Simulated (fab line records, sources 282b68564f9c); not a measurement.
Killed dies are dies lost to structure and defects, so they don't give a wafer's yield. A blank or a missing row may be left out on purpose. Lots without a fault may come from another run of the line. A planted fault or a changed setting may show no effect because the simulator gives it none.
fab line records | flow rit_cmos
record lots=6 wafers=18 last_day=7
route steps=202 shown PRETRO@72 GATE@75 FOX2@80 REOX@98 NLDD@103 SDANNEAL@155 M1@202
lots that met no fault: from a run of the same line without faults
start_h: hours from the record's first day to the start of the lot's first wafer shown | wait_h: hours since the lot's step before | " the same as in the row above | L1.1+2: a row that stands for several wafers | - no value, or no start given | * or withheld: withheld | < > ~ a bound
route shown NAME@n: a module of which the file shows steps, and the number in the route of the first | usual: mean/standard deviation of fault-free wafers | same: alike in all rows | chamber/n: place in a boat | sites: the reading at each site | _std_site: their standard deviation | _edge_site: outer sites' mean less inner sites' | radius_mm: how far each site lies from the wafer's centre | mask NAME#n: copy n | behind: the tool/chamber that last shaped the wafer | hold: why the lot was held/for how many hours/how that ended | device: the transistor (n, p or np) that didn't switch | end of line: the same wafers' tests at the end of the route | a step without rows: its recipe alone | killed: dies lost to structure and defects at the first sort, not the wafer's yield | map: a wafer's dies, x killed, . not, _ none there
set.NAME: the setting as run; set.NAME@STEP: as run at that earlier step | model.NAME: the simulator's own value behind a step, which no gauge read
lots at some steps of the route; a table a step, a row a wafer
services: from which hour (start_h, from the record's first day; less than 0 if before it) a tool's chamber was out of use, for how many hours, and why
## steps
# step RIT_PRETRO_IMPLANT_08
# recipe species=B energy_kev=45 dose_cm2=1.2e+13 tilt_deg=7
# step RIT_PRETRO_STRIP_09
# recipe chemistry=O2 time_s=180 resist=NOVOLAK platen_temp_c=withheld power_w=500 pressure_mtorr=4000 o2_flow_sccm=4000
# usual drypump_motor_current_A=6.01/0.18
# columns lot.wafer tool chamber start_h wait_h drypump_motor_current_A rf_hours_counter_h
L669.1 plasma_asher-03 0 40.67 0.1 5.88 40
L669.2 " 1 " " 6.28 40
L669.4 " 0 " " 5.88 -
L674.1 plasma_asher-03 1 67.62 0.1 6.31 43
L674.4 " 1 " " 6.29 -
L674.5 " 1 " " 6.29 -
L675.1 plasma_asher-01 0 71.93 0.1 5.92 43
L675.2 " 1 " " 6.11 43
L675.3 " 0 " " 5.94 -
L677.3 plasma_asher-02 0 84.01 0.1 5.96 -
L677.4 " 1 " " 5.76 -
L677.5 " 1 " " 5.73 -
L687.3 plasma_asher-03 1 131.62 0.1 6.28 -
L687.4 " 0 " " 5.88 -
L687.6 " 0 " " 5.86 -
L688.1 plasma_asher-03 1 136.11 0.1 6.27 52
L688.4 " 0 " " 5.88 -
L688.6 " 1 " " 6.29 -
# step RIT_PRETRO_TW_MEAS_10
# usual PRETRO_TW=470/4.1
# columns lot.wafer tool chamber start_h wait_h PRETRO_TW
L669.1 film_metro-04 - 40.84 0.1 465
L669.2 " - " " 466
L669.4 " - " " 466
L674.1 film_metro-04 - 67.80 0.1 470
L674.4 " - " " 471
L674.5 " - " " 468
L675.1 film_metro-02 - 72.11 0.1 475
L675.2 " - " " 474
L675.3 " - " " 471
L677.3 film_metro-04 - 84.14 0.1 469
L677.4 " - " " 465
L677.5 " - " " 467
L687.3 film_metro-02 - 131.76 0.1 475
L687.4 " - " " 474
L687.6 " - " " 477
L688.1 film_metro-03 - 136.28 0.1 473
L688.4 " - " " 474
L688.6 " - " " 474
# step RIT_GATE_WET_ETCH_00
# recipe chemistry=BOE target=SiO2 target_depth_nm=56 time_s=60 dry=n2_spin dilution=10:1 temp_c=21.5
# step RIT_GATE_CLEAN_01
# recipe chemistry=SC1 mix=3:3:50 time_s=600 temp_c=75
# step RIT_GATE_CLEAN_02
# recipe chemistry=dHF dilution=50:1 time_s=30
# step RIT_GATE_CLEAN_03
# recipe chemistry=SC2 mix=3:3:50 time_s=600 temp_c=75 dry=n2_spin
# step RIT_GATE_CLEAN_04
# recipe chemistry=dHF dilution=50:1 time_s=60 dry=n2_spin
# step RIT_FOX2_THK_MEAS_91
# recipe reads=SiO2_of_FOX2_OXIDATION_00
# usual FIELD_OXIDE_LEFT_2_THK=258/6.2
# columns lot.wafer tool chamber start_h wait_h FIELD_OXIDE_LEFT_2_THK[nm]
L669.1 film_metro-03 - 41.52 0.0 262
L669.2 " - " " 256
L669.4 " - " " 260
L674.1 film_metro-04 - 68.27 0.0 258
L674.4 " - " " 259
L674.5 " - " " 254
L675.1 film_metro-03 - 72.59 0.0 263
L675.2 " - " " 266
L675.3 " - " " 263
L677.3 film_metro-04 - 84.62 0.0 265
L677.4 " - " " 260
L677.5 " - " " 263
L687.3 film_metro-04 - 132.25 0.0 265
L687.4 " - " " 264
L687.6 " - " " 262
L688.1 film_metro-04 - 136.78 0.0 265
L688.4 " - " " 266
L688.6 " - " " 271
# step RIT_GATE_OXIDATION_05
# recipe temp_c=900 ambient=O2 target_thk_a=30 ox_time_s=270
# step RIT_GATE_ANNEAL_06
# recipe temp_c=900 time_s=600 ambient=N2O
# step RIT_GATE_THK_MEAS_07
# recipe reads=SiO2_of_GATE_OXIDATION_05
# usual GATE_OXIDE_THK=3.04/0.064
# columns lot.wafer tool chamber start_h wait_h GATE_OXIDE_THK[nm]
L669.1 film_metro-04 - 42.96 0.0 2.90
L669.2 " - " " 2.97
L669.4 " - " " 2.86
L674.1 film_metro-03 - 69.80 0.0 3.08
L674.4 " - " " 3.07
L674.5 " - " " 3.12
L675.1 film_metro-03 - 74.13 0.0 3.01
L675.2 " - " " 2.99
L675.3 " - " " 3.00
L677.3 film_metro-03 - 86.01 0.0 3.09
L677.4 " - " " 2.98
L677.5 " - " " 2.97
L687.3 film_metro-01 - 133.64 0.0 3.03
L687.4 " - " " 3.06
L687.6 " - " " 3.07
L688.1 film_metro-01 - 139.63 0.0 3.11
L688.4 " - " " 3.03
L688.6 " - " " 3.13
# step RIT_GATE_CVD_08
# recipe material=poly-Si target_thk_nm=250 temp_c=610 precursor=SiH4 time_s=2220 pressure_mtorr=300 sih4_flow_sccm=100
# usual spike_tc_centre_C=612.5/1.3 susceptor_temp_C=609.99/0.28
# columns lot.wafer tool chamber start_h wait_h spike_tc_centre_C susceptor_temp_C model.poly-Si_of_GATE_CVD_08.thk_nm
L669.1 lpcvd-01 0 43.02 0.1 613.3 609.73 252
L669.2 " 0 " " 612.3 609.91 252.9
L669.4 " 0 " " 611.4 609.61 249.2
L674.1 lpcvd-01 1 71.32 1.5 612.7 610.27 248.6
L674.4 " 1 " " 611.9 610.33 250.3
L674.5 " 1 " " 611.4 610.65 250.6
L675.1 lpcvd-02 1 74.19 0.1 610.9 610.12 250.6
L675.2 " 1 " " 611.5 610.31 250.1
L675.3 " 1 " " 613.1 610.41 249.8
L677.3 lpcvd-02 1 86.05 0.0 611.3 609.90 249.4
L677.4 " 1 " " 610.8 610.18 246.2
L677.5 " 1 " " 611.5 609.84 248.3
L687.3 lpcvd-01 0 133.68 0.0 609.4 605.83 226.2
L687.4 " 0 " " 611.0 605.63 225.3
L687.6 " 0 " " 608.0 605.89 227.4
L688.1 lpcvd-01 0 139.69 0.1 609.5 605.85 224.8
L688.4 " 0 " " 609.2 605.58 225.2
L688.6 " 0 " " 608.5 605.21 223.2
# step RIT_GATE_THK_MEAS_09
# recipe reads=poly-Si_of_GATE_CVD_08
# usual GATE_POLY_THK=247.9/2.1
# columns lot.wafer tool chamber start_h wait_h hold GATE_POLY_THK[nm]
L669.1 film_metro-01 - 44.63 0.0 - 252.1
L669.2 " - " " - 253.0
L669.4 " - " " - 249.3
L674.1 film_metro-04 - 72.94 0.0 - 248.6
L674.4 " - " " - 250.0
L674.5 " - " " - 250.7
L675.1 film_metro-03 - 75.80 0.0 - 250.6
L675.2 " - " " - 250.1
L675.3 " - " " - 249.8
L677.3 film_metro-01 - 87.69 0.0 - 249.4
L677.4 " - " " - 246.0
L677.5 " - " " - 248.5
L687.3 film_metro-01 - 135.31 0.0 await_dispo/0.2h/release 226.2
L687.4 " - " " await_dispo/0.2h/release 225.2
L687.6 " - " " await_dispo/0.2h/release 227.4
L687.3 film_metro-01 - 135.54 0.2 - 226.4
L687.4 " - " " - 225.5
L687.6 " - " " - 227.5
L688.1 film_metro-01 - 141.30 0.0 await_dispo/0.2h/release 224.9
L688.4 " - " " await_dispo/0.2h/release 225.1
L688.6 " - " " await_dispo/0.2h/release 223.1
L688.1 film_metro-01 - 141.53 0.2 - 224.8
L688.4 " - " " - 225.3
L688.6 " - " " - 223.3
# step RIT_GATE_COAT_11
# recipe resist=NOVOLAK spin_rpm=4250 resist_thk_nm=850
# step RIT_GATE_SOFTBAKE_12
# recipe resist=NOVOLAK temp_c=90 time_s=60
# step RIT_GATE_EXPOSE_13
# recipe mask_id=M6 na=0.6 source_shape=conventional sigma_outer=0.6 target_cd_nm=150 dose_mj=380
# step RIT_GATE_PEB_14
# recipe resist=NOVOLAK temp_c=withheld time_s=withheld
# step RIT_GATE_DEVELOP_15
# recipe resist=NOVOLAK develop_time_s=50 dev_temp_c=23
# step RIT_GATE_CD_MEAS_16
# recipe target_cd_nm=150
# usual cd_nm=151.5/2.9
# columns lot.wafer tool chamber start_h wait_h cd_nm
L669.1 cd_sem-02 - 45.54 - 153.4
L669.2 " - " " 154.5
L669.4 " - " " 151.1
L674.1 cd_sem-01 - 73.85 - 149.8
L674.4 " - " " 150.8
L674.5 " - " " 150.6
L675.1 cd_sem-01 - 76.84 - 150.4
L675.2 " - " " 144.5
L675.3 " - " " 145.5
L677.3 cd_sem-01 - 88.74 - 153.0
L677.4 " - " " 152.0
L677.5 " - " " 150.9
L687.3 cd_sem-01 - 143.56 - 154.0
L687.4 " - " " 153.4
L687.6 " - " " 148.9
L688.1 cd_sem-01 - 144.03 - 150.4
L688.4 " - " " 150.3
L688.6 " - " " 150.9
# step RIT_GATE_OVL_MEAS_17
# usual GATE_OVL=0.5/1.6
# columns lot.wafer tool chamber start_h wait_h GATE_OVL[nm]
L669.1 overlay-01 - 45.66 0.1 3.5
L669.2 " - " " 2.1
L669.4 " - " " 1.6
L674.1 overlay-01 - 73.97 0.1 2.6
L674.4 " - " " 3.2
L674.5 " - " " 0.5
L675.1 overlay-01 - 76.96 0.1 0.2
L675.2 " - " " 0.0
L675.3 " - " " -0.2
L677.3 overlay-02 - 88.83 0.1 0.7
L677.4 " - " " 0.6
L677.5 " - " " 1.8
L687.3 overlay-01 - 143.65 0.1 0.6
L687.4 " - " " -0.1
L687.6 " - " " 1.4
L688.1 overlay-01 - 144.15 0.1 -1.5
L688.4 " - " " -2.3
L688.6 " - " " 0.6
# step RIT_GATE_HARDBAKE_18
# recipe resist=NOVOLAK temp_c=140 time_s=60
# step RIT_GATE_ETCH_19
# recipe chemistry=SF6/CHF3/O2 time_s=165 SF6_flow_sccm=30 CHF3_flow_sccm=30 O2_flow_sccm=5 target=poly-Si pressure_mtorr=40 rf_w=160 target_depth_a=3125 over_etch_frac=0.25 stop_on=SiO2
# usual drypump_motor_current_A=5.4/0.39 oes_product_au=0.837/0.013 throttle_valve_pct=10.21/0.12
# columns lot.wafer tool chamber start_h wait_h drypump_motor_current_A oes_product_au rf_hours_counter_h throttle_valve_pct model.etch.depth_nm model.GATE.feature_depth_nm
L669.1 rie_si-02 1 45.85 0.1 5.5 0.830 65 10.10 252 252
L669.2 " 3 " " 4.9 0.845 11 10.43 252.9 252.9
L669.4 " 0 " " 5.6 0.856 59 10.04 249.2 249.2
L674.1 rie_si-01 1 74.16 0.1 5.8 0.844 7 10.27 248.6 248.6
L674.4 " 2 " " 5.0 0.826 43 10.29 250.3 250.3
L674.5 " 0 " " 5.1 0.830 - 10.26 250.6 250.6
L675.1 rie_si-02 3 77.14 0.1 4.9 0.841 11 10.43 250.6 250.6
L675.2 " 2 " " 6.1 0.858 2 10.08 250.1 250.1
L675.3 " 0 " " 5.6 0.853 59 10.04 249.8 249.8
L677.3 rie_si-02 3 89.12 0.1 4.9 0.830 11 10.43 249.4 249.4
L677.4 " 0 " " 5.6 0.850 59 10.03 246.2 246.2
L677.5 " 2 " " 6.0 0.846 - 10.08 248.3 248.3
L687.3 rie_si-02 2 143.90 0.1 6.0 0.792 2 10.09 226.2 226.2
L687.4 " 2 " " 6.1 0.797 - 10.10 225.3 225.3
L687.6 " 3 " " 4.9 0.781 - 10.43 227.4 227.4
L688.1 rie_si-01 2 144.36 0.1 5.0 0.768 44 10.29 224.8 224.8
L688.4 " 1 " " 5.8 0.787 7 10.29 225.2 225.2
L688.6 " 1 " " 5.8 0.792 - 10.28 223.2 223.2
# step RIT_GATE_STRIP_20
# recipe chemistry=O2 time_s=180 resist=NOVOLAK platen_temp_c=withheld power_w=500 pressure_mtorr=4000 o2_flow_sccm=4000
# usual drypump_motor_current_A=6.0/0.47
# columns lot.wafer tool chamber start_h wait_h drypump_motor_current_A rf_hours_counter_h
L669.1 plasma_asher-02 1 45.96 0.1 5.7 39
L669.2 " 0 " " 6.0 39
L669.4 " 1 " " 5.7 -
L674.1 plasma_asher-02 1 74.26 0.1 5.7 42
L674.4 " 0 " " 6.0 -
L674.5 " 1 " " 5.8 -
L675.1 plasma_asher-03 1 77.25 0.1 6.3 44
L675.2 " 0 " " 5.9 44
L675.3 " 0 " " 5.9 -
L677.3 plasma_asher-04 0 89.29 0.1 6.8 -
L677.4 " 1 " " 5.4 -
L677.5 " 0 " " 6.8 -
L687.3 plasma_asher-04 0 144.07 0.1 6.8 -
L687.4 " 1 " " 5.5 -
L687.6 " 1 " " 5.5 -
L688.1 plasma_asher-04 0 144.47 0.1 6.8 38
L688.4 " 0 " " 6.8 -
L688.6 " 1 " " 5.5 -
# step RIT_GATE_CD_MEAS_90
# recipe target_cd_nm=150
# usual cd_nm=151.5/2.9
# columns lot.wafer tool chamber start_h wait_h cd_nm
L669.1 cd_sem-02 - 46.13 0.1 153.2
L669.2 " - " " 154.2
L669.4 " - " " 151.2
L674.1 cd_sem-02 - 74.44 0.1 149.7
L674.4 " - " " 150.6
L674.5 " - " " 150.3
L675.1 cd_sem-02 - 77.43 0.1 150.7
L675.2 " - " " 144.7
L675.3 " - " " 145.8
L677.3 cd_sem-02 - 89.45 0.1 152.9
L677.4 " - " " 152.0
L677.5 " - " " 150.5
L687.3 cd_sem-01 - 144.22 0.1 153.8
L687.4 " - " " 153.7
L687.6 " - " " 148.7
L688.1 cd_sem-01 - 144.64 0.1 150.4
L688.4 " - " " 150.5
L688.6 " - " " 151.1
# step RIT_REOX_CLEAN_00
# recipe chemistry=SC1 mix=3:3:50 time_s=600 temp_c=75
# step RIT_REOX_CLEAN_01
# recipe chemistry=dHF dilution=50:1 time_s=30
# step RIT_REOX_CLEAN_02
# recipe chemistry=SC2 mix=3:3:50 time_s=600 temp_c=75 dry=n2_spin
# step RIT_REOX_OXIDATION_03
# recipe temp_c=900 ambient=O2 target_thk_a=252 ox_time_s=5580
# step RIT_REOX_THK_MEAS_04
# recipe reads=SiO2_of_REOX_OXIDATION_03
# usual REOX_OXIDE_THK=25.2/0.47
# columns lot.wafer tool chamber start_h wait_h REOX_OXIDE_THK[nm]
L669.1 film_metro-02 - 49.84 0.0 24.3
L669.2 " - " " 24.7
L669.4 " - " " 24.3
L674.1 film_metro-01 - 77.63 0.0 25.0
L674.4 " - " " 25.4
L674.5 " - " " 25.0
L675.1 film_metro-04 - 82.04 0.0 25.2
L675.2 " - " " 25.2
L675.3 " - " " 25.1
L677.3 film_metro-04 - 92.53 0.0 26.3
L677.4 " - " " 26.0
L677.5 " - " " 26.2
L687.3 film_metro-04 - 147.27 0.0 24.9
L687.4 " - " " 24.9
L687.6 " - " " 25.1
L688.1 film_metro-02 - 148.59 0.0 25.9
L688.4 " - " " 25.7
L688.6 " - " " 25.4
# step RIT_NLDD_HMDS_00
# recipe prime_time_s=60 prime_temp_c=140
# step RIT_NLDD_COAT_01
# recipe resist=NOVOLAK spin_rpm=3250 resist_thk_nm=1000
# step RIT_NLDD_SOFTBAKE_02
# recipe resist=NOVOLAK temp_c=90 time_s=60
# step RIT_NLDD_EXPOSE_03
# recipe mask_id=M7 na=0.57 target_cd_nm=40700 dose_mj=250
# step RIT_NLDD_PEB_04
# recipe resist=NOVOLAK temp_c=withheld time_s=withheld
# step RIT_NLDD_DEVELOP_05
# recipe resist=NOVOLAK develop_time_s=50 dev_temp_c=23
# step RIT_NLDD_OVL_MEAS_06
# usual NLDD_OVL=0.6/1.5
# columns lot.wafer tool chamber start_h wait_h NLDD_OVL[nm]
L669.1 overlay-02 - 50.75 - 0.6
L669.2 " - " " -1.5
L669.4 " - " " -1.1
L674.1 overlay-01 - 78.90 - 0.6
L674.4 " - " " 1.6
L674.5 " - " " 0.2
L675.1 overlay-02 - 82.95 - 0.3
L675.2 " - " " 2.8
L675.3 " - " " 1.8
L677.3 overlay-02 - 93.43 - 0.6
L677.4 " - " " 3.2
L677.5 " - " " -0.6
L687.3 overlay-02 - 148.58 - -1.7
L687.4 " - " " -2.2
L687.6 " - " " -0.7
L688.1 overlay-02 - 150.34 - 1.7
L688.4 " - " " 1.2
L688.6 " - " " 3.5
# step RIT_NLDD_HARDBAKE_07
# recipe resist=NOVOLAK temp_c=140 time_s=60
# step RIT_NLDD_IMPLANT_08
# recipe species=P energy_kev=20 dose_cm2=5e+14 tilt_deg=7
# step RIT_NLDD_STRIP_09
# recipe chemistry=O2 time_s=180 resist=NOVOLAK platen_temp_c=withheld power_w=500 pressure_mtorr=4000 o2_flow_sccm=4000
# usual drypump_motor_current_A=6.1/0.48
# columns lot.wafer tool chamber start_h wait_h drypump_motor_current_A rf_hours_counter_h
L669.1 plasma_asher-04 0 51.09 0.1 6.8 27
L669.2 " 1 " " 5.5 27
L669.4 " 1 " " 5.5 -
L674.1 plasma_asher-03 0 79.24 0.1 5.9 44
L674.4 " 0 " " 5.9 -
L674.5 " 0 " " 5.9 -
L675.1 plasma_asher-04 0 83.29 0.1 6.8 29
L675.2 " 1 " " 5.5 29
L675.3 " 0 " " 6.8 -
L677.3 plasma_asher-03 0 93.81 0.1 5.9 -
L677.4 " 1 " " 6.3 -
L677.5 " 0 " " 5.9 -
L687.3 plasma_asher-03 1 149.23 0.1 6.3 -
L687.4 " 0 " " 5.9 -
L687.6 " 0 " " 5.9 -
L688.1 plasma_asher-01 0 151.10 0.3 6.0 1
L688.4 " 1 " " 6.1 -
L688.6 " 1 " " 6.1 -
# step RIT_NLDD_TW_MEAS_10
# usual NLDD_TW=2473/26
# columns lot.wafer tool chamber start_h wait_h NLDD_TW
L669.1 film_metro-02 - 51.26 0.1 2458
L669.2 " - " " 2471
L669.4 " - " " 2458
L674.1 film_metro-01 - 79.41 0.1 2447
L674.4 " - " " 2420
L674.5 " - " " 2437
L675.1 film_metro-02 - 83.46 0.1 2480
L675.2 " - " " 2474
L675.3 " - " " 2468
L677.3 film_metro-03 - 93.95 0.1 2495
L677.4 " - " " 2494
L677.5 " - " " 2490
L687.3 film_metro-03 - 149.37 0.1 2470
L687.4 " - " " 2482
L687.6 " - " " 2495
L688.1 film_metro-01 - 151.27 0.1 2447
L688.4 " - " " 2449
L688.6 " - " " 2447
# step RIT_SDANNEAL_CLEAN_02
# recipe chemistry=SC2 mix=3:3:50 time_s=600 temp_c=75 dry=n2_spin
# usual temp_c=74.98/0.12
# columns lot.wafer tool chamber start_h wait_h temp_c model.poly-Si_of_GATE_CVD_08.thk_nm
L669.1 wet_bench-03 1 59.09 0.0 74.93 164.7
L669.2 " 1 " " 74.87 165.1
L669.4 " 1 " " 74.83 163.8
L674.1 wet_bench-02 2 86.81 0.0 75.02 160.4
L674.4 " 2 " " 74.95 163.4
L674.5 " 2 " " 75.07 163.5
L675.1 wet_bench-03 1 91.09 0.0 74.84 164
L675.2 " 1 " " 74.86 164
L675.3 " 1 " " 74.86 162.3
L677.3 wet_bench-01 2 101.45 0.0 74.93 160.8
L677.4 " 2 " " 74.97 159.7
L677.5 " 2 " " 75.00 160.3
L687.3 wet_bench-03 1 157.75 0.0 74.95 138.9
L687.4 " 1 " " 75.09 138.1
L687.6 " 1 " " 75.12 139.7
L688.1 wet_bench-01 1 159.61 0.3 75.07 136.3
L688.4 " 1 " " 74.97 138.2
L688.6 " 1 " " 74.90 136.1
# step RIT_M1_PROBE_99
# usual killed_at_M0_to_M3=0.0/0.18 killed_at_contacts=0.1/0.38 killed_at_front_end=6.9/2.9 killed_dies=7.1/3 killed_open=3.5/2.1 killed_short=3.5/2
# same gross_dies=264 killed_at_M4_up=0 killed_at_back_side=0 killed_at_other=0
# columns lot.wafer tool chamber start_h wait_h killed_at_M0_to_M3 killed_at_contacts killed_at_front_end killed_dies killed_open killed_short
L669.1 prober-02 - 67.45 0.1 0 1 4 5 3 2
L669.2 prober-02 - 67.50 0.1 0 0 5 5 1 4
L669.4 prober-02 - 67.60 0.2 0 0 6 6 2 4
L677.3 prober-01 - 109.30 0.2 0 0 5 5 3 2
L677.4 prober-01 - 109.35 0.2 0 1 5 6 2 4
L677.5 prober-01 - 109.40 0.2 0 0 5 5 2 3
L687.3 prober-01 - 165.32 0.2 0 0 7 7 4 2
L687.4 prober-01 - 165.37 0.2 0 0 3 3 2 1
L687.6 prober-01 - 165.47 0.2 0 0 8 8 4 3
L688.1 prober-02 - 167.56 0.1 0 0 3 3 1 2
L688.4 prober-02 - 167.71 0.2 0 1 10 11 3 8
L688.6 prober-02 - 167.81 0.2 0 0 8 8 4 4
# killed by level:class
L669.1 GATE:geometric_particle:open=1 REOX:geometric_particle:short=1 SPACER:geometric_particle:short=1 SILICIDE:geometric_particle:open=1 CONTACT:geometric_particle:open=1
L669.2 GATE:geometric_particle:short=2 FOX1:geometric_particle:open=1 FOX1:geometric_particle:short=1 SILICIDE:geometric_particle:short=1
L669.4 SPACER:geometric_particle:short=2 FOX1:geometric_particle:short=1 REOX:geometric_particle:open=1 SPACER:geometric_particle:open=1 SILICIDE:geometric_particle:short=1
L677.3 GATE:geometric_particle:open=3 REOX:geometric_particle:short=1 SPACER:geometric_particle:short=1
L677.4 FOX1:geometric_particle:short=1 GATE:geometric_particle:short=1 GATE:geometric_particle:open=1 SPACER:geometric_particle:short=1 SILICIDE:geometric_particle:short=1 CONTACT:geometric_particle:open=1
L677.5 FOX1:geometric_particle:open=1 FOX2:geometric_particle:short=1 GATE:geometric_particle:short=1 GATE:geometric_particle:open=1 SILICIDE:geometric_particle:short=1
L687.3 FOX1:geometric_particle:open=3 FOX1:geometric_particle:short=1 GATE:geometric_particle:open=1 GATE:geometric_particle:short=1 PRETRO:coat_microbubble_printed=1
L687.4 FOX1:geometric_particle:open=1 FOX1:geometric_particle:short=1 SILICIDE:geometric_particle:open=1
L687.6 GATE:geometric_particle:open=2 REOX:geometric_particle:short=2 FOX1:geometric_particle:short=1 FOX1:geometric_particle:open=1 FOX2:geometric_particle:open=1 PRETRO:coat_microbubble_printed=1
L688.1 GATE:geometric_particle:short=1 GATE:geometric_particle:open=1 SILICIDE:geometric_particle:short=1
L688.4 GATE:geometric_particle:short=3 SPACER:geometric_particle:short=2 FOX1:geometric_particle:open=1 FOX1:geometric_particle:short=1 FOX2:geometric_particle:short=1 FOX2:geometric_particle:open=1 REOX:geometric_particle:short=1 CONTACT:geometric_particle:open=1
L688.6 GATE:geometric_particle:short=3 GATE:geometric_particle:open=2 FOX1:geometric_particle:open=1 SILICIDE:geometric_particle:open=1 SILICIDE:geometric_particle:short=1
## services
# columns tool chamber start_h hours kind
lpcvd-01 - 27.07 1.3 repair
lpcvd-01 - 33.53 0.8 pm
lpcvd-02 - 34.54 0.7 repair
wet_bench-03 - 44.06 2.1 repair
plasma_asher-03 - 45.70 3.9 repair
lpcvd-02 - 58.56 14.6 pm
plasma_asher-04 - 67.36 4.3 pm
wet_bench-01 - 69.82 7.1 repair
plasma_asher-01 - 86.36 44.0 repair
rie_si-01 2 89.48 2.6 repair
rie_si-02 0 125.94 41.4 repair
plasma_asher-01 - 130.40 9.0 pm
plasma_asher-01 0 130.40 9.0 vent_cycle
plasma_asher-01 1 130.40 9.0 vent_cycle
plasma_asher-01 0 139.40 - clean
plasma_asher-01 1 139.40 - clean
plasma_asher-03 - 142.21 2.9 repair
rie_si-02 2 144.82 1.8 repair
## key
first_sign step=RIT_GATE_CVD_08 reading=susceptor_temp_C direction=down sigmas=15 usual=* struck=*
effect step=RIT_GATE_CVD_08 reading=spike_tc_centre_C direction=down sigmas=2.5 usual=612.5 struck=609.3
effect step=RIT_GATE_THK_MEAS_09 reading=visit direction=added
effect step=RIT_GATE_THK_MEAS_09 reading=GATE_POLY_THK direction=down sigmas=11 usual=247.9 struck=225.3
effect step=RIT_GATE_ETCH_19 reading=oes_product_au direction=down sigmas=3.9 usual=0.837 struck=0.786
model_effect step=RIT_GATE_CVD_08 value=poly-Si_of_GATE_CVD_08.thk_nm without=249.7 struck=225.4
model_effect step=RIT_GATE_ETCH_19 value=etch.depth_nm without=249.7 struck=225.4
model_effect step=RIT_SDANNEAL_CLEAN_02 value=poly-Si_of_GATE_CVD_08.thk_nm without=162.3 struck=137.9
met_at RIT_GATE_CVD_08
struck_wafers L687.3,L687.4,L687.6,L688.1,L688.4,L688.6
tester_left_out L687,L688
onset_between 71.32 133.68
fault kind=process_parameter_drift tool=lpcvd-01 chamber=- onset_h=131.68 steps=RIT_GATE_CVD_08 channel=temp_c offset=* shape=step end_h=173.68 acts_in=* stated=*
# tester_left_out: of these lots the tester's yield and bins aren't shown, on N5 and GAA mostly nor the transistor test; their killed dies are dies lost to structure and defects alone, not to doping, threshold or leakage, so they don't give the yield
